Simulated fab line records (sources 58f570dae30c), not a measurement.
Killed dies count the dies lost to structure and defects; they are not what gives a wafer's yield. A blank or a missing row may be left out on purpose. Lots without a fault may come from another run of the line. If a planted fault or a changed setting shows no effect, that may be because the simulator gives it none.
A struck lot beside a sound one    flow berkeleyCmos170    14 out of 331 route steps
Sound: wafers L912.1, L912.5, L912.6. Wafers L916.4, L916.5, L916.6 were the ones struck. At the end, the cause is stated.
At each step with rows: each side's tool, then ch and its chambers, then its first start. Under that, the readings that differ: sound wafers    struck wafers    difference of the means    sigmas: that difference in standard deviations of wafers without a fault.
alike: readings whose means differ by less than 2 such deviations, and words and numbers that are the same on both sides. not compared: withheld readings, readings that some wafer has no value for, bounds like >300 that may hide the same value, and numbers for which the record gives no deviation and whose values overlap.
A row with sigmas, a row that says differs or no value, or rows on one side alone: a step with any of these is where the two part. Numbers that have no deviation but don't overlap get no sigmas and don't part them. A reading missing from all wafers of one side parts the sides only when that side holds two or more wafers.

first, 1 step without rows for these wafers: UCB170_NLDD_IMPLANT_09.
UCB170_NLDD_STRIP_10: strips in O2.
  sound on plasmaAsher-04 ch 0,1, day 8 09:38; struck on plasmaAsher-04 ch 0,1, day 9 03:03
  alike: chamberPressureMTorr, drypumpMotorCurrentA, oesProductAu, stripTimeToEndpointS
  not compared: rfHoursCounterH
UCB170_NLDD_TW_MEAS_11:
  sound on filmMetro-01, day 8 09:44; struck on filmMetro-01, day 9 03:09
  alike: NLDD_TW
then, 1 step without rows for these wafers: UCB170_NLDD_CLEAN_12 (cleans in SPM, time 600 s).
UCB170_SPACER_CVD_00: deposits SiO2 from TEOS/O2, target thk 376 nm, time 47 s.
  sound on pecvd-04 ch 0,1,2, day 8 09:59; struck on pecvd-04 ch 0,1,2, day 9 03:22
  alike: heaterPowerW
  not compared: sinceWetCleanH
UCB170_SPACER_THK_MEAS_01:
  sound on filmMetro-03, day 8 10:01; struck on filmMetro-02, day 9 03:26
  alike: SPACER_TEOS_THK
then, 1 step without rows for these wafers: UCB170_SPACER_ANNEAL_02 (time 1800 s).
UCB170_SPACER_ETCHBACK_03: etches SiO2 in CHF3/CF4/Ar, stops on Si, target depth 376 nm, time 100 s.
  sound on rieDiel-03 ch 0,1,3, day 8 18:08; struck on rieDiel-01 ch 0,3, day 9 10:54
  alike: chamberPressureMTorr, drypumpMotorCurrentA, oesProductAu, throttleValvePct
  not compared: rfHoursCounterH
then, 4 steps without rows for these wafers: UCB170_PSD_HMDS_00 (prime time 60 s); UCB170_PSD_COAT_01 (resist thk 900 nm); UCB170_PSD_SOFTBAKE_02 (time 60 s); UCB170_PSD_EXPOSE_03 (exposes mask PSELECT MOD, target cd 1200 nm).
UCB170_PSD_PEB_04:
  struck on lithoTrack-01, day 9 12:30; sound on lithoTrack-03 ch 0, day 8 19:15
  no value came back on the struck wafers for chillPlateTempC (C), exhaustPa (Pa); on the sound wafers chillPlateTempC (C) reads 23.18 23.22 23.03
then, 1 step without rows for these wafers: UCB170_PSD_DEVELOP_05 (develop time 45 s).

== WHERE THEY PART ==
UCB170_PSD_PEB_04 only, going by this record.

WHY: what the simulator had put in
At UCB170_PSD_PEB_04, the step was skipped entirely on lithoTrack-01 from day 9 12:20 on. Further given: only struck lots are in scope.
